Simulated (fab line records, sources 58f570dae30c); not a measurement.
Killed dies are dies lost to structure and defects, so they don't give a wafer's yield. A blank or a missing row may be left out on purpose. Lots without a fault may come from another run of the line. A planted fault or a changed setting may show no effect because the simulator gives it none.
A struck lot beside a sound one | flow berkeley_cmos170 | 23 steps out of a route of 331
Sound: wafers L196.1, L196.4, L196.6. Struck: wafers L205.1, L205.2, L205.5. The cause comes at the end.
At each step with rows: each side's tool, then ch and its chambers, then its first start. Under that, the readings that differ: sound wafers | struck wafers | difference of the means | sigmas: that difference in standard deviations of wafers without a fault.
alike: readings whose means differ by less than 2 such deviations, and words and numbers that are the same on both sides. not compared: withheld readings, readings that some wafer has no value for, bounds like >300 that may hide the same value, and numbers for which the record gives no deviation and whose values overlap.
The two part at a step that has a row with sigmas, a row that says differs or no value, or rows on one side only. Numbers that don't overlap but have no deviation are shown without sigmas and don't part them. A reading that every wafer of one side lacks parts them only if that side has two wafers or more.

first, 6 steps without rows for these wafers: UCB170_ZERO_HMDS_00 (prime time 60 s); UCB170_ZERO_COAT_01 (resist thk 900 nm); UCB170_ZERO_SOFTBAKE_02 (time 60 s); UCB170_ZERO_EXPOSE_03 (exposes mask PM MARKS, target cd 4000 nm); UCB170_ZERO_PEB_04; UCB170_ZERO_DEVELOP_05 (develop time 45 s).
UCB170_ZERO_ETCH_06: etches SiO2 in CHF3/CF4/Ar, time 12 s.
  sound on rie_diel-01 ch 0,1,2, day 2 01:50; struck on rie_diel-02 ch 1,2,3, day 4 01:08
  alike: drypump_motor_current_A, mfc_ar_sccm, oes_product_au, throttle_valve_pct
  not compared: rf_hours_counter_h
UCB170_ZERO_STRIP_07: strips in O2.
  sound on plasma_asher-03 ch 0,1, day 2 01:52; struck on plasma_asher-03 ch 0,1, day 4 01:10
  reading                      | sound             | struck            | difference | sigmas
  strip_time_to_endpoint_s (s) | 21.39 21.47 21.40 | 21.63 21.62 21.59 | +0.19      | +3
  alike: drypump_motor_current_A, oes_product_au
  not compared: rf_hours_counter_h
then, 2 steps without rows for these wafers: UCB170_NWELL_WET_ETCH_00 (etches SiO2 in dHF, time 200 s); UCB170_NWELL_OXIDATION_01 (target thk 26.4 nm, ox time 1260 s).
UCB170_NWELL_THK_MEAS_02:
  sound on film_metro-04, day 2 06:22; struck on film_metro-04, day 4 05:58
  reading              | sound          | struck         | difference | sigmas
  NWELL_OXIDE_THK (nm) | 27.6 27.6 27.3 | 25.8 25.8 26.0 | -1.6       | -3
then, 1 step without rows for these wafers: UCB170_NWELL_ANNEAL_03 (time 900 s).
UCB170_NWELL_CVD_04: deposits Si3N4 from SiH2Cl2/NH3, target thk 224 nm, time 3360 s.
  sound on lpcvd-02 ch 1, day 2 11:49; struck on lpcvd-01 ch 1, day 4 11:18
  no value came back on the struck wafers for nh3_flow_sccm (sccm), pressure_mtorr (mTorr), zone_power_centre_pct (%); on the sound wafers nh3_flow_sccm (sccm) reads 75.02 74.85 74.93
then, 6 steps without rows for these wafers: UCB170_NWELL_HMDS_06 (prime time 60 s); UCB170_NWELL_COAT_07 (resist thk 900 nm); UCB170_NWELL_SOFTBAKE_08 (time 60 s); UCB170_NWELL_EXPOSE_09 (exposes mask NWELL, target cd 3000 nm); UCB170_NWELL_PEB_10; UCB170_NWELL_DEVELOP_11 (develop time 45 s).
UCB170_NWELL_OVL_MEAS_12:
  sound on overlay-01, day 2 15:00; struck on overlay-01, day 4 15:13
  alike: NWELL_OVL
UCB170_NWELL_ETCH_13: etches Si3N4 in CH3F/Ar/O2, stops on SiO2, target depth 246.4 nm, time 154 s.
  sound on rie_diel-01 ch 2,3, day 2 15:02; struck on rie_diel-03 ch 0,2, day 4 15:15
  reading                  | sound             | struck            | difference | sigmas
  oes_product_au (a.u.)    | 0.921 0.936 0.898 | 0.947 0.940 0.954 | +0.029     | +2
  model.etch.depth_nm (nm) | 222.7 220.3 221.4 | 224 224 224       | +3         |
  alike: drypump_motor_current_A, mfc_ar_sccm, throttle_valve_pct
  not compared: rf_hours_counter_h
then, 1 step without rows for these wafers: UCB170_NWELL_IMPLANT_14.
-- the record jumps here: 6 days lie between the struck wafers' starts before and after (it left off in module NWELL and takes up again in module M3, whose first step shown is number 331 of the route) --
UCB170_M3_PROBE_99:
  the record has rows for the struck wafers here (prober-01, day 11 00:30) and none for the sound ones

WHERE THEY PART
First at UCB170_ZERO_STRIP_07; last, within this record, at UCB170_M3_PROBE_99.

WHY: what the simulator had put in
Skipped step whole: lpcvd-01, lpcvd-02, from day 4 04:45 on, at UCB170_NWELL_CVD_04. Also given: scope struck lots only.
